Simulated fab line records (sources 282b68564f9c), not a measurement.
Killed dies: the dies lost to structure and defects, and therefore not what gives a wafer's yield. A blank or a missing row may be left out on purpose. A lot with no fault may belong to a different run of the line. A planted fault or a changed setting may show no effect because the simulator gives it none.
Which tool is to blame? ; flow rit-cmos ; Sampling: 14 lots, 42 wafers, 2 of 202 route steps

== WHAT THE GAUGES SHOWED, per wafer ==
RIT_GATE_CD_MEAS_16: target cd 150 nm.
lot;measured;on;cd-nm (nm)
L901;day 2 18:31;cd-sem-01;150.3 152.0 150.1
L902;day 2 23:35;cd-sem-02;148.0 146.3 148.5
L903;day 3 02:34;cd-sem-02;147.4 147.5 150.1
L904;day 3 08:40;cd-sem-01;149.1 150.3 146.9
L905;day 3 13:05;cd-sem-01;151.6 152.3 151.4
L906;day 3 18:17;cd-sem-02;148.4 147.4 146.0
L907;day 3 23:21;cd-sem-01;143.2 145.0 144.3
L911;day 4 19:26;cd-sem-01;148.5 145.6 149.4
L914;day 5 11:02;cd-sem-01;147.1 145.6 145.9
L913;day 5 11:28;cd-sem-01;159.2 159.4 161.1
L915;day 5 14:58;cd-sem-02;161.3 160.4 162.6
L919;day 6 11:16;cd-sem-01;144.5 146.9 147.8
L920;day 6 16:03;cd-sem-02;152.0 150.0 149.9
L922;day 7 03:06;cd-sem-02;144.2 144.3 143.5

== WHICH TOOL RAN EACH LOT (tool, then ch and the chambers of the sampled wafers, then the start) ==
lot;RIT_GATE_COAT_11
L901;litho-track-01 ch 0, day 2 17:40
L902;litho-track-02 ch 0, day 2 22:53
L903;litho-track-04 ch 0, day 3 01:52
L904;litho-track-04 ch 0, day 3 07:58
L905;litho-track-01 ch 0, day 3 12:23
L906;litho-track-02 ch 0, day 3 17:33
L907;litho-track-04 ch 0, day 3 22:32
L911;litho-track-04 ch 0, day 4 18:26
L914;litho-track-02 ch 0, day 5 10:20
L913;litho-track-04 ch 0, day 5 10:38
L915;litho-track-04 ch 0, day 5 14:16
L919;litho-track-02 ch 0, day 6 10:34
L920;litho-track-02 ch 0, day 6 15:13
L922;litho-track-01 ch 0, day 7 02:17
- RIT_GATE_COAT_11: resist thk 850 nm.

== AS READ BY THE TOOLS THEMSELVES (means over the sampled wafers that have a number; for cases with no such wafer, the mark the record gives instead) ==
RIT_GATE_COAT_11.
lot;tool;chill-plate-temp-C (C);spin-speed-rpm (rpm)
L901;litho-track-01;22.95;4248.1
L902;litho-track-02;22.96;4247.8
L903;litho-track-04;22.96;4249.7
L904;litho-track-04;22.96;4246.3
L905;litho-track-01;23.03;4247.3
L906;litho-track-02;23.07;4252.2
L907;litho-track-04;23.11;4246.6
L911;litho-track-04;22.96;4247.8
L914;litho-track-02;23.11;4253.1
L913;litho-track-04;23.01;3641.7
L915;litho-track-04;23.08;3640.9
L919;litho-track-02;22.98;4248.5
L920;litho-track-02;23.02;4252.1
L922;litho-track-01;22.95;4247.0

== THE ANSWER, worked out from the rows above alone ==
Rule: what is usual is taken from the lots themselves. The widest of any qualifying gaps counts: lots, ordered by their means at a reading, are off when they make up no more than a third of the lots, leave a main group of 4 or more, and stand apart from it by 3 or more times the standard deviation of that group's means. Not used: any main group whose means are identical at the precision the tables above print for the reading. A lot without any number at a reading at which 4 lots or more have one is off too. The other lots that the step has rows for count as sound. The gauges are gone through in route order, then the tools' own readings, and for those a lot's mean is taken as printed above. The first step at which some lot is off is used, and at that step the reading that is off furthest; a lot without a number counts as furthest.
Off at RIT_GATE_CD_MEAS_16 (cd-nm): L913, L915. The main group has a mean of 147.8 nm with a standard deviation of 2.4.
A tool fits if, at a process step before that reading, it ran every lot that is off, and no sound lot after the first of them. The gauges at RIT_GATE_CD_MEAS_16 aren't tried: what is off there is off at RIT_GATE_COAT_11 too, on other tools, and a gauge's error can't cause that. One candidate fits, namely litho-track-04 at RIT_GATE_COAT_11. A fault onset in the window from L911 (day 4 18:26, its last sound lot) to L913 (day 5 10:38, its first lot off) fits.
On the lots that are off, the tool's own readings at RIT_GATE_COAT_11 differ by more than 5 times the standard deviation of the sound lots' means, which bears it out; spin-speed-rpm reads 3641.3 rpm there versus 4248.9 rpm on the sound lots.

== WHAT THE SIMULATOR HAD PUT IN ==
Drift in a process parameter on litho-track-04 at RIT_GATE_COAT_11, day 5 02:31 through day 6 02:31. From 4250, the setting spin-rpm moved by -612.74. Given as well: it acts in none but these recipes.
Lots struck among those shown: L913, L915. Same finding as the rule above.
